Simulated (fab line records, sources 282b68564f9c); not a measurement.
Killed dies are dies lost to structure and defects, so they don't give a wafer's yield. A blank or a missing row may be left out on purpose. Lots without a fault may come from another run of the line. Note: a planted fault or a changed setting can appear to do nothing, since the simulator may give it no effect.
A struck lot beside a sound one || flow ritCmos || 35 out of 202 route steps
Sound: the wafers L420.2, L420.3, L420.5. Wafers L426.3, L426.4, L426.5 were the ones struck. At the end, the cause is stated.
Per side, at each step with rows, come the tool, then ch with its chambers, and then its first start. Under that, the readings that differ: sound wafers || struck wafers || difference of the means || sigmas: that difference in standard deviations of wafers without a fault.
alike: readings whose means differ by less than 2 such deviations, and words and numbers that are the same on both sides. not compared: withheld readings, readings that some wafer has no value for, bounds like >300 that may hide the same value, and numbers for which the record gives no deviation and whose values overlap.
The two part at a step that has a row with sigmas, a row that says differs or no value, or rows on one side only. Numbers that don't overlap but have no deviation are shown without sigmas and don't part them. A reading that every wafer of one side lacks parts them only if that side has two wafers or more.

first, 4 steps without rows for these wafers: RIT_ACTIVE_CLEAN_15 (cleans in SC1, time 600 s); RIT_ACTIVE_CLEAN_16 (cleans in dHF, time 30 s); RIT_ACTIVE_CLEAN_17 (cleans in SC2, time 600 s); RIT_FOX1_OXIDATION_00 (target thk 350.7 nm, ox time 1130 s).
RIT_FOX1_THK_MEAS_01:
  sound on filmMetro-04 at day 1 18:23; struck on filmMetro-04 at day 3 01:27
{"reading": "FOX1_OXIDE_THK (nm)", "sound": "372 369 368", "struck": "343 348 351", "difference": -22, "sigmas": -3}
then, 2 steps without rows for these wafers: RIT_FOX1_WET_ETCH_02 (etches SiO2 in BOE, target depth 350 nm, time 390 s); RIT_FOX2_OXIDATION_00 (target thk 350.7 nm, ox time 1130 s).
RIT_FOX2_THK_MEAS_01:
  sound on filmMetro-01 at day 1 20:56; struck on filmMetro-01 at day 3 02:56
  alike: FOX2_OXIDE_THK
then, 2 steps without rows for these wafers: RIT_FOX2_CLEAN_02 (cleans in dHF, time 180 s); RIT_FOX2_WET_ETCH_03 (etches Si3N4 in H3PO4, target depth 195 nm, time 2700 s).
RIT_FOX2_THK_MEAS_90:
  sound on filmMetro-01 at day 1 21:49; struck on filmMetro-01 at day 3 03:49
  alike: FIELD_OXIDE_LEFT_1_THK
then, 1 step without rows for these wafers: RIT_NWELL_HMDS_00 (prime time 60 s).
RIT_NWELL_COAT_01: resist thk 1300 nm.
  sound on lithoTrack-01 ch 0, day 1 22:02; struck on lithoTrack-01, day 3 04:04
  no value came back on the struck wafers for chillPlateTempC (C), dispensePressureKPa (kPa); on the sound wafers chillPlateTempC (C) reads 22.93 22.97 22.90
then, 4 steps without rows for these wafers: RIT_NWELL_SOFTBAKE_02 (time 60 s); RIT_NWELL_EXPOSE_03 (exposes mask M2, target cd 43900 nm); RIT_NWELL_PEB_04; RIT_NWELL_DEVELOP_05 (develop time 68 s).
RIT_NWELL_OVL_MEAS_06:
  sound on overlay-02 at day 1 22:53; struck on overlay-01 at day 3 04:46
{"reading": "NWELL_OVL (nm)", "sound": "-0.4 1.1 -0.2", "struck": "- - -", "difference": "no value on the struck wafers", "sigmas": ""}
then, 2 steps without rows for these wafers: RIT_NWELL_HARDBAKE_07 (time 120 s); RIT_NWELL_IMPLANT_08.
RIT_NWELL_STRIP_09: strips in O2, time 180 s.
  sound on plasmaAsher-02 ch 0,1, day 1 23:19; struck on plasmaAsher-02 ch 0,1, day 3 05:14
  alike: drypumpMotorCurrentA
  not compared: rfHoursCounterH
RIT_NWELL_TW_MEAS_10:
  sound on filmMetro-02 at day 1 23:30; struck on filmMetro-01 at day 3 05:23
  alike: NWELL_TW
then, 6 steps without rows for these wafers: RIT_PWELL_HMDS_00 (prime time 60 s); RIT_PWELL_COAT_01 (resist thk 1300 nm); RIT_PWELL_SOFTBAKE_02 (time 60 s); RIT_PWELL_EXPOSE_03 (exposes mask M3, target cd 43700 nm); RIT_PWELL_PEB_04; RIT_PWELL_DEVELOP_05 (develop time 68 s).
RIT_PWELL_OVL_MEAS_06:
  sound on overlay-01 at day 2 00:26; struck on overlay-02 at day 3 06:19
  alike: PWELL_OVL
then, 2 steps without rows for these wafers: RIT_PWELL_HARDBAKE_07 (time 120 s); RIT_PWELL_IMPLANT_08.
RIT_PWELL_STRIP_09: strips in O2, time 180 s.
  sound on plasmaAsher-01 ch 0,1, day 2 00:52; struck on plasmaAsher-04 ch 0,1, day 3 06:53
  alike: drypumpMotorCurrentA
  not compared: rfHoursCounterH
RIT_PWELL_TW_MEAS_10:
  sound on filmMetro-01 at day 2 01:03; struck on filmMetro-01 at day 3 07:01
{"reading": "PWELL_TW", "sound": "952 958 960", "struck": "2193 2195 2182", "difference": "+1233", "sigmas": "+99 or more"}
then, 1 step without rows for these wafers: RIT_WELLDRIVE_ANNEAL_00 (time 14700 s).
RIT_M1_PROBE_99:
  sound on prober-02 at day 3 12:49; struck on prober-01 at day 4 18:38
{"reading": "killedAtFrontEnd", "sound": "7 5 8", "struck": "263 264 264", "difference": "+257", "sigmas": "+89"}
{"reading": "killedDies", "sound": "7 5 8", "struck": "264 264 264", "difference": "+257", "sigmas": "+89"}
{"reading": "killedOnRim", "sound": "2 2 3", "struck": "70 70 70", "difference": "+68", "sigmas": "+48"}
  alike: killed_at_M0_to_M3, killedAtContacts, killedOpen, killedShort

WHERE THEY PART
First at RIT_FOX1_THK_MEAS_01; last, within this record, at RIT_M1_PROBE_99.

WHY: the cause the simulator had injected
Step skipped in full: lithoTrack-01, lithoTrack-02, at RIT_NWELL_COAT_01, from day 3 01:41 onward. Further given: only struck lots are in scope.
